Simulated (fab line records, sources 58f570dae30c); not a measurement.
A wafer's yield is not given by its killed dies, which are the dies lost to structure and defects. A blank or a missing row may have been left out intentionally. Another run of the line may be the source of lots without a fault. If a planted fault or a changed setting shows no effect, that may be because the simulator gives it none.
What tool caused it? / flow berkeleyCmos170 / 14 lots, 42 wafers sampled, at 3 steps of a route of 331

WHAT THE GAUGES READ, wafer by wafer
UCB170_M3_CD_MEAS_90: target cd 700 nm. Usual: 701.0 nm for cdNm, sd 2.5.
lot=L281; measured=day 9 03:59; on=cdSem-01; cdNm (nm)=703.6 699.5 699.4; flag=
lot=L282; measured=day 9 08:20; on=cdSem-02; cdNm (nm)=699.8 702.3 699.2; flag=
lot=L286; measured=day 10 01:59; on=cdSem-02; cdNm (nm)=700.2 697.7 699.3; flag=
lot=L283; measured=day 10 06:47; on=cdSem-02; cdNm (nm)=699.8 695.5 698.4; flag=
lot=L285; measured=day 10 07:01; on=cdSem-01; cdNm (nm)=698.7 699.2 703.4; flag=
lot=L289; measured=day 10 18:16; on=cdSem-02; cdNm (nm)=704.7 711.8 702.6; flag=
lot=L287; measured=day 10 22:03; on=cdSem-02; cdNm (nm)=699.0 697.8 694.9; flag=
lot=L288; measured=day 11 17:19; on=cdSem-02; cdNm (nm)=701.4 704.3 703.9; flag=
lot=L291; measured=day 11 19:29; on=cdSem-01; cdNm (nm)=701.5 708.2 703.9; flag=
lot=L295; measured=day 13 03:52; on=cdSem-02; cdNm (nm)=705.3 703.9 699.2; flag=
lot=L296; measured=day 13 11:32; on=cdSem-01; cdNm (nm)=698.7 699.6 697.3; flag=
lot=L299; measured=day 13 18:46; on=cdSem-02; cdNm (nm)=706.7 702.2 700.9; flag=
lot=L297; measured=day 13 19:03; on=cdSem-01; cdNm (nm)=702.0 698.8 702.6; flag=
lot=L301; measured=day 13 20:31; on=cdSem-01; cdNm (nm)=702.9 701.3 704.3; flag=

EACH LOT AND THE TOOL THAT RAN IT (in order: tool; ch and the chambers of the sampled wafers; start)
lot=L281; UCB170_M3_METAL_ETCH_18=rieMetal-01 ch 0,1, day 9 03:43; UCB170_M3_STRIP_19=plasmaAsher-03 ch 0,1, day 9 03:53
lot=L282; UCB170_M3_METAL_ETCH_18=rieMetal-02 ch 0,1, day 9 08:01; UCB170_M3_STRIP_19=plasmaAsher-02 ch 0,1, day 9 08:13
lot=L286; UCB170_M3_METAL_ETCH_18=rieMetal-01 ch 0,1, day 10 01:41; UCB170_M3_STRIP_19=plasmaAsher-02 ch 0,1, day 10 01:53
lot=L283; UCB170_M3_METAL_ETCH_18=rieMetal-02 ch 0, day 10 06:29; UCB170_M3_STRIP_19=plasmaAsher-02 ch 0,1, day 10 06:40
lot=L285; UCB170_M3_METAL_ETCH_18=rieMetal-01 ch 0,1, day 10 06:43; UCB170_M3_STRIP_19=plasmaAsher-04 ch 0,1, day 10 06:55
lot=L289; UCB170_M3_METAL_ETCH_18=rieMetal-01 ch 0,1, day 10 17:58; UCB170_M3_STRIP_19=plasmaAsher-04 ch 0,1, day 10 18:09
lot=L287; UCB170_M3_METAL_ETCH_18=rieMetal-04 ch 0,1, day 10 21:45; UCB170_M3_STRIP_19=plasmaAsher-02 ch 0,1, day 10 21:56
lot=L288; UCB170_M3_METAL_ETCH_18=rieMetal-04 ch 0,1, day 11 17:01; UCB170_M3_STRIP_19=plasmaAsher-04 ch 0,1, day 11 17:11
lot=L291; UCB170_M3_METAL_ETCH_18=rieMetal-01 ch 0,1, day 11 19:11; UCB170_M3_STRIP_19=plasmaAsher-03 ch 0,1, day 11 19:22
lot=L295; UCB170_M3_METAL_ETCH_18=rieMetal-04 ch 0,1, day 13 03:31; UCB170_M3_STRIP_19=plasmaAsher-04 ch 0,1, day 13 03:46
lot=L296; UCB170_M3_METAL_ETCH_18=rieMetal-02 ch 0,1, day 13 11:14; UCB170_M3_STRIP_19=plasmaAsher-03 ch 0,1, day 13 11:26
lot=L299; UCB170_M3_METAL_ETCH_18=rieMetal-02 ch 0,1, day 13 18:28; UCB170_M3_STRIP_19=plasmaAsher-04 ch 0,1, day 13 18:40
lot=L297; UCB170_M3_METAL_ETCH_18=rieMetal-04 ch 0,1, day 13 18:44; UCB170_M3_STRIP_19=plasmaAsher-04 ch 0,1, day 13 18:56
lot=L301; UCB170_M3_METAL_ETCH_18=rieMetal-02 ch 0,1, day 13 20:13; UCB170_M3_STRIP_19=plasmaAsher-02 ch 0,1, day 13 20:24
- UCB170_M3_METAL_ETCH_18: etches Al in Cl2/BCl3, stops on SiO2, target depth 1170 nm, time 195 s.
- UCB170_M3_STRIP_19: strips in O2.

AS READ BY THE TOOLS THEMSELVES (means over the sampled wafers that have a number; for cases with no such wafer, the mark the record gives instead)
UCB170_M3_METAL_ETCH_18. Usual: drypumpMotorCurrentA 6.0 A, standard deviation 0.34; oesProductAu 0.850 a.u., standard deviation 0.011; throttleValvePct 24.41 %, standard deviation 0.28.
lot=L281; tool=rieMetal-01; drypumpMotorCurrentA (A)=6.0; oesProductAu (a.u.)=0.843; throttleValvePct (%)=24.63; flag=
lot=L282; tool=rieMetal-02; drypumpMotorCurrentA (A)=6.2; oesProductAu (a.u.)=0.856; throttleValvePct (%)=24.23; flag=
lot=L286; tool=rieMetal-01; drypumpMotorCurrentA (A)=6.0; oesProductAu (a.u.)=0.837; throttleValvePct (%)=24.61; flag=
lot=L283; tool=rieMetal-02; drypumpMotorCurrentA (A)=6.5; oesProductAu (a.u.)=0.847; throttleValvePct (%)=24.75; flag=
lot=L285; tool=rieMetal-01; drypumpMotorCurrentA (A)=6.0; oesProductAu (a.u.)=0.844; throttleValvePct (%)=24.60; flag=
lot=L289; tool=rieMetal-01; drypumpMotorCurrentA (A)=6.0; oesProductAu (a.u.)=0.845; throttleValvePct (%)=24.63; flag=
lot=L287; tool=rieMetal-04; drypumpMotorCurrentA (A)=5.9; oesProductAu (a.u.)=0.855; throttleValvePct (%)=24.33; flag=
lot=L288; tool=rieMetal-04; drypumpMotorCurrentA (A)=5.9; oesProductAu (a.u.)=0.854; throttleValvePct (%)=24.33; flag=
lot=L291; tool=rieMetal-01; drypumpMotorCurrentA (A)=6.0; oesProductAu (a.u.)=0.844; throttleValvePct (%)=24.63; flag=
lot=L295; tool=rieMetal-04; drypumpMotorCurrentA (A)=5.7; oesProductAu (a.u.)=0.851; throttleValvePct (%)=24.24; flag=
lot=L296; tool=rieMetal-02; drypumpMotorCurrentA (A)=6.2; oesProductAu (a.u.)=0.849; throttleValvePct (%)=24.24; flag=
lot=L299; tool=rieMetal-02; drypumpMotorCurrentA (A)=6.2; oesProductAu (a.u.)=0.861; throttleValvePct (%)=24.24; flag=
lot=L297; tool=rieMetal-04; drypumpMotorCurrentA (A)=5.9; oesProductAu (a.u.)=0.862; throttleValvePct (%)=24.32; flag=
lot=L301; tool=rieMetal-02; drypumpMotorCurrentA (A)=6.3; oesProductAu (a.u.)=0.851; throttleValvePct (%)=24.49; flag=

UCB170_M3_STRIP_19. Usual: drypumpMotorCurrentA 5.8 A, standard deviation 0.49; oesProductAu 0.551 a.u., standard deviation 0.0078.
lot=L281; tool=plasmaAsher-03; drypumpMotorCurrentA (A)=5.6; oesProductAu (a.u.)=0.557; flag=
lot=L282; tool=plasmaAsher-02; drypumpMotorCurrentA (A)=5.3; oesProductAu (a.u.)=0.547; flag=
lot=L286; tool=plasmaAsher-02; drypumpMotorCurrentA (A)=5.3; oesProductAu (a.u.)=0.546; flag=
lot=L283; tool=plasmaAsher-02; drypumpMotorCurrentA (A)=5.3; oesProductAu (a.u.)=0.547; flag=
lot=L285; tool=plasmaAsher-04; drypumpMotorCurrentA (A)=6.1; oesProductAu (a.u.)=0.544; flag=
lot=L289; tool=plasmaAsher-04; drypumpMotorCurrentA (A)=5.9; oesProductAu (a.u.)=0.582; flag=OFF
lot=L287; tool=plasmaAsher-02; drypumpMotorCurrentA (A)=5.3; oesProductAu (a.u.)=0.542; flag=
lot=L288; tool=plasmaAsher-04; drypumpMotorCurrentA (A)=6.1; oesProductAu (a.u.)=0.554; flag=
lot=L291; tool=plasmaAsher-03; drypumpMotorCurrentA (A)=5.6; oesProductAu (a.u.)=0.580; flag=OFF
lot=L295; tool=plasmaAsher-04; drypumpMotorCurrentA (A)=5.9; oesProductAu (a.u.)=0.554; flag=
lot=L296; tool=plasmaAsher-03; drypumpMotorCurrentA (A)=5.6; oesProductAu (a.u.)=0.553; flag=
lot=L299; tool=plasmaAsher-04; drypumpMotorCurrentA (A)=6.1; oesProductAu (a.u.)=0.552; flag=
lot=L297; tool=plasmaAsher-04; drypumpMotorCurrentA (A)=6.1; oesProductAu (a.u.)=0.556; flag=
lot=L301; tool=plasmaAsher-02; drypumpMotorCurrentA (A)=5.3; oesProductAu (a.u.)=0.552; flag=

THE ANSWER, worked out from the rows above alone
Rule: lot off if the mean of its wafers having a number is beyond 3 standard deviations from the usual mean. Also off: a lot with no number at a reading for which 4 or more lots have one. The other lots that the step has rows for count as sound. Order of review: gauges by route order, followed by the tools' own readings, for which a lot's mean as printed above is used. At the first step where some lot is off, the reading lying furthest off is the one used; lots without a number count as furthest.
Off, at UCB170_M3_STRIP_19 on oesProductAu: L289, L291.
If a tool, at that step or one of the process steps before it, ran each lot that is off and ran no sound lot following the first of them, it fits. One fits: rieMetal-01 at UCB170_M3_METAL_ETCH_18. Its last sound lot is L285 (day 10 06:43), its first lot that is off L289 (day 10 17:58): a fault that began between those two fits.

WHAT THE SIMULATOR HAD INSERTED
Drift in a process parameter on rieMetal-01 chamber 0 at UCB170_M3_METAL_ETCH_18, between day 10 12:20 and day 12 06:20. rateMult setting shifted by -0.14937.
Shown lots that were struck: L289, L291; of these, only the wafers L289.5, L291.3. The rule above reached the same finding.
